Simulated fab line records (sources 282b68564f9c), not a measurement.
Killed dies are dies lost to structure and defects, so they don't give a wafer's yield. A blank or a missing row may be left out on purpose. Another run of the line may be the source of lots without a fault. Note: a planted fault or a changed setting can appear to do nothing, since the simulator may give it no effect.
fab line records    flow rit_cmos
record: lots: 6  wafers: 18  last_day: 7
route steps=202 shown PRETRO@69 GATE@75 FOX2@80 M1@202
lots with no fault: from the same line, run without faults
start_h: the number of hours between the record's first day and the start of the first shown wafer of the lot    wait_h: hours from the lot's prior step to this one    " same as the row above    L1.1+2: a single row standing in for several wafers    - no value, or no start given    * or withheld: withheld    < > ~ a bound
route shown NAME@n: NAME is a module with steps in the file, n the number in the route of the first one    usual: the fault-free wafers' mean and standard deviation    same: alike in all rows    chamber/n: place in a boat    sites: per-site readings    _std_site: standard deviation of those values    _edge_site: outer sites' mean less inner sites'    radius_mm: how far each site lies from the wafer's centre    mask NAME#n: copy n    behind: the last tool/chamber to shape the wafer    hold: why the lot was held/for how many hours/how that ended    device: which transistor (n, p or np) failed to switch    end of line: the same wafers' tests at the end of the route    step lacking rows: just its recipe    killed: dies that structure and defects cost at the first sort, which is not the same as the wafer's yield    map: a wafer's dies, x killed, . not, _ none there
set.NAME: the setting that was run; set.NAME@STEP: the one run at that earlier step    model.NAME: the simulator's own value behind a step, which no gauge read
lots at selected steps of the route; one table per step, one row per wafer
services: the hour from which a tool's chamber was out of use, counted from the record's first day as start_h (under 0 if before that day), plus the number of hours and why
== steps ==
step: RIT_PRETRO_DEVELOP_05
recipe: resist: NOVOLAK  develop_time_s: 68  dev_temp_c: 23
step: RIT_PRETRO_OVL_MEAS_06
usual: PRETRO_OVL: 2.1/1.3
lot.wafer  tool        chamber  start_h  wait_h  PRETRO_OVL[nm]
L232.1     overlay-02  -        41.71    -       1.6
L232.5     "           -        "        "       0.8
L232.6     "           -        "        "       1.4
L234.2     overlay-01  -        50.78    -       5.0
L234.4     "           -        "        "       4.0
L234.5     "           -        "        "       4.6
L242.2     overlay-01  -        90.74    -       3.7
L242.4     "           -        "        "       2.5
L242.5     "           -        "        "       1.9
L243.1     overlay-01  -        95.54    -       1.4
L243.2     "           -        "        "       2.0
L243.6     "           -        "        "       1.6
L250.1     overlay-02  -        132.99   -       1.5
L250.2     "           -        "        "       0.8
L250.3     "           -        "        "       -0.2
L251.1     overlay-02  -        136.82   -       2.4
L251.2     "           -        "        "       0.8
L251.4     "           -        "        "       0.9
step: RIT_PRETRO_HARDBAKE_07
recipe: resist: NOVOLAK  temp_c: 140  time_s: 120
step: RIT_PRETRO_IMPLANT_08
recipe: species: B  energy_kev: 45  dose_cm2: 1.2e+13  tilt_deg: 7
step: RIT_PRETRO_STRIP_09
recipe: chemistry: O2  time_s: 180  resist: NOVOLAK  platen_temp_c: withheld  power_w: 500  pressure_mtorr: 4000  o2_flow_sccm: 4000
usual: drypump_motor_current_A: 5.4/0.41
lot.wafer  tool             chamber  start_h  wait_h  drypump_motor_current_A  rf_hours_counter_h
L232.1     plasma_asher-03  0        42.15    0.1     4.9                      37
L232.5     "                0        "        "       4.9                      -
L232.6     "                1        "        "       5.9                      -
L234.2     plasma_asher-02  1        51.21    0.1     5.5                      41
L234.4     "                1        "        "       5.5                      -
L234.5     "                1        "        "       5.5                      -
L242.2     plasma_asher-01  1        91.17    0.1     4.9                      30
L242.4     "                0        "        "       5.7                      -
L242.5     "                1        "        "       4.9                      -
L243.1     plasma_asher-03  0        95.97    0.1     4.9                      43
L243.2     "                1        "        "       5.9                      43
L243.6     "                0        "        "       4.9                      -
L250.1     plasma_asher-01  1        133.43   0.1     4.9                      34
L250.2     "                0        "        "       5.7                      34
L250.3     "                1        "        "       4.9                      -
L251.1     plasma_asher-03  1        137.25   0.1     5.9                      47
L251.2     "                0        "        "       4.9                      47
L251.4     "                0        "        "       4.9                      -
step: RIT_PRETRO_TW_MEAS_10
usual: PRETRO_TW: 476.1/2.7
lot.wafer  tool           chamber  start_h  wait_h  PRETRO_TW
L232.1     film_metro-02  -        42.32    0.1     478.1
L232.5     "              -        "        "       475.3
L232.6     "              -        "        "       475.4
L234.2     film_metro-02  -        51.40    0.1     477.2
L234.4     "              -        "        "       478.3
L234.5     "              -        "        "       476.5
L242.2     film_metro-04  -        91.36    0.1     478.3
L242.4     "              -        "        "       477.2
L242.5     "              -        "        "       478.4
L243.1     film_metro-04  -        96.15    0.1     475.5
L243.2     "              -        "        "       476.6
L243.6     "              -        "        "       478.6
L250.1     film_metro-02  -        133.61   0.1     475.1
L250.2     "              -        "        "       476.0
L250.3     "              -        "        "       475.6
L251.1     film_metro-02  -        137.43   0.1     474.9
L251.2     "              -        "        "       473.2
L251.4     "              -        "        "       473.7
step: RIT_GATE_WET_ETCH_00
recipe: chemistry: BOE  target: SiO2  target_depth_nm: 56  time_s: 60  dry: n2_spin  dilution: 10:1  temp_c: 21.5
step: RIT_GATE_CLEAN_01
recipe: chemistry: SC1  mix: 3:3:50  time_s: 600  temp_c: 75
step: RIT_GATE_CLEAN_02
recipe: chemistry: dHF  dilution: 50:1  time_s: 30
step: RIT_GATE_CLEAN_03
recipe: chemistry: SC2  mix: 3:3:50  time_s: 600  temp_c: 75  dry: n2_spin
step: RIT_GATE_CLEAN_04
recipe: chemistry: dHF  dilution: 50:1  time_s: 60  dry: n2_spin
step: RIT_FOX2_THK_MEAS_91
recipe: reads: SiO2_of_FOX2_OXIDATION_00
usual: FIELD_OXIDE_LEFT_2_THK: 252/7
lot.wafer  tool           chamber  start_h  wait_h  FIELD_OXIDE_LEFT_2_THK[nm]
L232.1     film_metro-02  -        43.15    0.0     247
L232.5     "              -        "        "       246
L232.6     "              -        "        "       246
L234.2     film_metro-02  -        51.89    0.0     247
L234.4     "              -        "        "       244
L234.5     "              -        "        "       248
L242.2     film_metro-02  -        91.83    0.0     260
L242.4     "              -        "        "       257
L242.5     "              -        "        "       257
L243.1     film_metro-02  -        96.62    0.0     243
L243.2     "              -        "        "       241
L243.6     "              -        "        "       244
L250.1     film_metro-04  -        134.19   0.0     258
L250.2     "              -        "        "       255
L250.3     "              -        "        "       262
L251.1     film_metro-03  -        137.90   0.0     258
L251.2     "              -        "        "       255
L251.4     "              -        "        "       254
step: RIT_GATE_OXIDATION_05
recipe: temp_c: 900  ambient: O2  target_thk_a: 30  ox_time_s: 270
usual: spike_tc_centre_C: 903.2/1.1  spike_tc_load_C: 925.7/2.4  spike_tc_source_C: 923.0/2.2  tube_center_temp_C: 900.01/0.087  tube_center_temp_C_max: 902.3/0.34
lot.wafer  tool        chamber  start_h  wait_h  spike_tc_centre_C  spike_tc_load_C  spike_tc_source_C  tube_center_temp_C  tube_center_temp_C_max  model.SiO2_of_GATE_OXIDATION_05.thk_nm
L232.1     furnace-03  0        43.37    0.2     904.0              928.3            922.3              899.97              902.2                   3.081
L232.5     "           0        "        "       903.6              928.8            922.1              900.07              902.1                   3.019
L232.6     "           0        "        "       904.6              928.4            921.3              900.01              902.6                   3.008
L234.2     furnace-01  0        52.05    0.2     902.6              924.4            926.4              900.01              901.7                   3.021
L234.4     "           0        "        "       902.9              923.5            924.2              899.89              901.6                   3.052
L234.5     "           0        "        "       901.9              923.0            924.3              900.15              902.5                   3.086
L242.2     furnace-01  0        93.37    1.5     918.2              938.9            940.0              915.07              916.9                   3.601
L242.4     "           0        "        "       918.7              937.9            940.3              914.82              917.3                   3.556
L242.5     "           0        "        "       916.3              938.8            941.3              914.95              917.5                   3.624
L243.1     furnace-01  0        99.25    2.6     918.8              938.9            939.0              914.91              917.4                   3.44
L243.2     "           0        "        "       917.2              939.6            940.8              915.12              917.5                   3.474
L243.6     "           0        "        "       917.2              940.2            940.0              915.04              916.8                   3.476
L250.1     furnace-04  0        134.25   0.1     903.0              923.4            918.9              900.12              902.6                   2.929
L250.2     "           0        "        "       901.1              923.8            919.4              900.08              902.1                   2.942
L250.3     "           0        "        "       902.1              923.9            920.9              899.94              901.8                   2.885
L251.1     furnace-04  0        140.07   2.2     901.9              923.2            920.3              900.21              902.9                   2.939
L251.2     "           0        "        "       903.6              924.7            920.8              900.03              902.2                   2.928
L251.4     "           0        "        "       904.1              926.9            920.6              899.65              901.8                   2.923
step: RIT_GATE_ANNEAL_06
recipe: temp_c: 900  time_s: 600  ambient: N2O
step: RIT_GATE_THK_MEAS_07
recipe: reads: SiO2_of_GATE_OXIDATION_05
usual: GATE_OXIDE_THK: 3.00/0.068
lot.wafer  tool           chamber  start_h  wait_h  GATE_OXIDE_THK[nm]
L232.1     film_metro-03  -        44.69    0.0     3.09
L232.5     "              -        "        "       3.03
L232.6     "              -        "        "       2.98
L234.2     film_metro-02  -        53.39    0.0     3.05
L234.4     "              -        "        "       3.04
L234.5     "              -        "        "       3.02
L242.2     film_metro-02  -        96.02    0.0     3.61
L242.4     "              -        "        "       3.56
L242.5     "              -        "        "       3.63
L243.1     film_metro-03  -        102.51   0.0     3.49
L243.2     "              -        "        "       3.47
L243.6     "              -        "        "       3.49
L250.1     film_metro-02  -        137.84   0.0     2.91
L250.2     "              -        "        "       2.92
L250.3     "              -        "        "       2.87
L251.1     film_metro-03  -        143.17   0.0     2.89
L251.2     "              -        "        "       2.91
L251.4     "              -        "        "       2.95
step: RIT_GATE_CVD_08
recipe: material: poly-Si  target_thk_nm: 250  temp_c: 610  precursor: SiH4  time_s: 2220  pressure_mtorr: 300  sih4_flow_sccm: 100
step: RIT_M1_PROBE_99
usual: killed_at_front_end: 7/3  killed_dies: 7/3  killed_open: 3.5/2  killed_short: 3.6/2.1
same: gross_dies: 264  killed_at_M0_to_M3: 0  killed_at_M4_up: 0  killed_at_back_side: 0  killed_at_contacts: 0  killed_at_other: 0
lot.wafer  tool       chamber  start_h  wait_h  killed_at_front_end  killed_dies  killed_open  killed_short  model.etest.pmos_0p3.r_on_ohm_um  model.etest.pmos_turned.r_on_ohm_um  model.etest.pmos_0p15.r_on_ohm_um  model.etest.nmos_0p3.r_on_ohm_um  model.etest.nmos_0p15.r_on_ohm_um  model.etest.nmos_0p15.drive_ua_um  model.etest.nmos_narrow.drive_ua_um  model.etest.nmos_0p3.drive_ua_um
L232.1     prober-01  -        68.47    0.1     12                   12           8            4             6352                              3540                                 2847                               2196                              1130                               444.8                              213.1                                214.1
L232.5     prober-01  -        68.67    0.2     15                   15           7            8             6375                              3501                                 2774                               2181                              1115                               471.9                              219                                  218.9
L232.6     prober-01  -        68.72    0.2     8                    8            4            4             6319                              3502                                 2774                               2196                              1133                               476.4                              220.4                                222.4
L234.2     prober-01  -        76.02    0.1     11                   11           5            6             6188                              3289                                 2666                               2167                              1129                               470.9                              225.6                                222.2
L234.4     prober-01  -        76.12    0.2     8                    8            1            7             6254                              3372                                 2732                               2198                              1163                               454.9                              218                                  218.9
L234.5     prober-01  -        76.17    0.2     12                   12           5            7             6360                              3361                                 2712                               2217                              1161                               460.4                              216.1                                215.2
L242.2     prober-01  -        118.94   0.1     7                    7            4            3             7362                              3923                                 3112                               2480                              1240                               376.9                              173.2                                174
L242.4     prober-01  -        119.04   0.2     4                    4            2            2             7363                              3832                                 3094                               2465                              1236                               390.6                              177.9                                177.7
L242.5     prober-01  -        119.09   0.2     11                   11           5            6             7408                              3894                                 3121                               2511                              1278                               380.8                              171.8                                174.1
L243.1     prober-02  -        126.05   0.1     9                    9            4            5             7049                              3803                                 3097                               2373                              1211                               401.2                              189.3                                189.1
L243.2     prober-02  -        126.10   0.1     9                    9            1            8             7137                              3762                                 3063                               2373                              1180                               411.8                              186.1                                185.6
L243.6     prober-02  -        126.30   0.2     9                    9            2            7             7125                              3866                                 3139                               2362                              1198                               402.3                              190                                  186.8
L250.1     prober-02  -        161.43   0.1     8                    8            3            5             6102                              3289                                 2656                               2104                              1108                               493.7                              233.6                                234.4
L250.2     prober-02  -        161.48   0.1     4                    4            2            2             6165                              3317                                 2714                               2142                              1134                               486.6                              233.2                                234.8
L250.3     prober-02  -        161.53   0.2     10                   10           4            6             6041                              3251                                 2645                               2109                              1105                               497.3                              238.3                                242.1
L251.1     prober-01  -        167.48   0.1     6                    6            3            3             6216                              3456                                 2768                               2092                              1093                               491.4                              230.7                                235.2
L251.2     prober-01  -        167.53   0.1     9                    9            7            2             6275                              3535                                 2759                               2126                              1101                               498.9                              233.6                                236.4
L251.4     prober-01  -        167.63   0.2     8                    8            4            4             6167                              3468                                 2713                               2126                              1092                               501.9                              233.1                                236.2
killed by level:class
L232.1 GATE:geometric_particle:open=6 GATE:geometric_particle:short=4 FOX1:geometric_particle:open=1 SPACER:geometric_particle:open=1
L232.5 GATE:geometric_particle:short=4 FOX1:geometric_particle:open=3 GATE:geometric_particle:open=3 FOX1:geometric_particle:short=1 FOX2:geometric_particle:short=1 SPACER:geometric_particle:short=1 SILICIDE:geometric_particle:short=1 SILICIDE:geometric_particle:open=1
L232.6 GATE:geometric_particle:short=3 FOX1:geometric_particle:open=1 GATE:geometric_particle:open=1 REOX:geometric_particle:open=1 SPACER:geometric_particle:open=1 SILICIDE:geometric_particle:short=1
L234.2 REOX:geometric_particle:short=3 GATE:geometric_particle:open=2 FOX1:geometric_particle:open=1 FOX1:geometric_particle:short=1 GATE:geometric_particle:short=1 REOX:geometric_particle:open=1 SPACER:geometric_particle:short=1 SILICIDE:geometric_particle:open=1
L234.4 FOX2:geometric_particle:short=3 SILICIDE:geometric_particle:short=2 FOX2:geometric_particle:open=1 GATE:geometric_particle:short=1 SPACER:geometric_particle:short=1
L234.5 GATE:geometric_particle:short=4 GATE:geometric_particle:open=2 REOX:geometric_particle:short=2 REOX:geometric_particle:open=2 FOX2:geometric_particle:open=1 SILICIDE:geometric_particle:short=1
L242.2 FOX1:geometric_particle:short=2 FOX1:geometric_particle:open=2 FOX2:geometric_particle:open=1 GATE:geometric_particle:short=1 SILICIDE:geometric_particle:open=1
L242.4 REOX:geometric_particle:short=2 REOX:geometric_particle:open=1 SPACER:geometric_particle:open=1
L242.5 GATE:geometric_particle:short=4 GATE:geometric_particle:open=2 SILICIDE:geometric_particle:open=2 FOX2:geometric_particle:open=1 REOX:geometric_particle:short=1 SPACER:geometric_particle:short=1
L243.1 SILICIDE:geometric_particle:short=3 GATE:geometric_particle:open=2 FOX1:geometric_particle:open=1 GATE:geometric_particle:short=1 REOX:geometric_particle:open=1 SPACER:geometric_particle:short=1
L243.2 REOX:geometric_particle:short=3 SPACER:geometric_particle:short=3 SILICIDE:geometric_particle:short=2 REOX:geometric_particle:open=1
L243.6 SPACER:geometric_particle:short=4 REOX:geometric_particle:short=2 FOX2:geometric_particle:open=1 GATE:geometric_particle:short=1 GATE:geometric_particle:open=1
L250.1 FOX2:geometric_particle:short=2 GATE:geometric_particle:short=2 SPACER:geometric_particle:open=2 SILICIDE:geometric_particle:open=1 SILICIDE:geometric_particle:short=1
L250.2 FOX1:geometric_particle:open=1 GATE:geometric_particle:open=1 GATE:geometric_particle:short=1 SILICIDE:geometric_particle:short=1
L250.3 GATE:geometric_particle:short=2 SPACER:geometric_particle:open=2 SILICIDE:geometric_particle:short=2 ACTIVE:geometric_particle:short=1 GATE:geometric_particle:open=1 REOX:geometric_particle:open=1 REOX:geometric_particle:short=1
L251.1 REOX:geometric_particle:short=2 FOX2:geometric_particle:open=1 GATE:geometric_particle:open=1 REOX:geometric_particle:open=1 SILICIDE:geometric_particle:short=1
L251.2 SILICIDE:geometric_particle:open=3 SILICIDE:geometric_particle:short=2 FOX2:geometric_particle:open=1 GATE:geometric_particle:open=1 REOX:geometric_particle:open=1 SPACER:geometric_particle:open=1
L251.4 GATE:geometric_particle:short=2 FOX1:geometric_particle:open=1 REOX:geometric_particle:open=1 SPACER:geometric_particle:short=1 SPACER:geometric_particle:open=1 SILICIDE:geometric_particle:short=1 SILICIDE:geometric_particle:open=1
== services ==
tool             chamber  start_h  hours  kind
furnace-01       -        40.59    3.2    pm
furnace-04       -        90.00    9.9    pm
furnace-03       -        95.16    4.2    pm
plasma_asher-01  -        98.37    0.4    repair
plasma_asher-01  -        103.03   2.8    pm
furnace-01       -        108.52   3.1    pm
plasma_asher-02  -        108.75   9.0    pm
plasma_asher-02  0        108.75   9.0    vent_cycle
plasma_asher-02  1        108.75   9.0    vent_cycle
plasma_asher-02  0        117.75   -      clean
plasma_asher-02  1        117.75   -      clean
furnace-01       -        130.79   16.5   repair
== key ==
first_sign: step: RIT_GATE_OXIDATION_05  reading: tube_center_temp_C  direction: up  sigmas: 99+  usual: *  struck: *
effect: step: RIT_GATE_OXIDATION_05  reading: tube_center_temp_C_max  direction: up  sigmas: 44  usual: *  struck: *
effect: step: RIT_GATE_THK_MEAS_07  reading: GATE_OXIDE_THK  direction: up  sigmas: 7.8  usual: 3.00  struck: 3.54
model_effect: step: RIT_GATE_OXIDATION_05  value: SiO2_of_GATE_OXIDATION_05.thk_nm  without: 2.936  struck: 3.528
model_effect: step: RIT_M1_PROBE_99  value: etest.pmos_0p3.r_on_ohm_um  without: 6194  struck: 7241
met_at RIT_GATE_OXIDATION_05
struck_wafers L242.2,L242.4,L242.5,L243.1,L243.2,L243.6
tester_left_out L242,L243
onset_between 52.05 93.37
fault: kind: process_parameter_drift  tool: furnace-01  chamber: -  onset_h: 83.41  steps: RIT_GATE_OXIDATION_05  channel: temp_c  offset: *  shape: step  end_h: 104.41  acts_in: *  stated: *
tester_left_out: of these lots the tester's yield and bins aren't shown, on N5 and GAA mostly nor the transistor test; their killed dies are dies lost to structure and defects alone, not to doping, threshold or leakage, so they don't give the yield
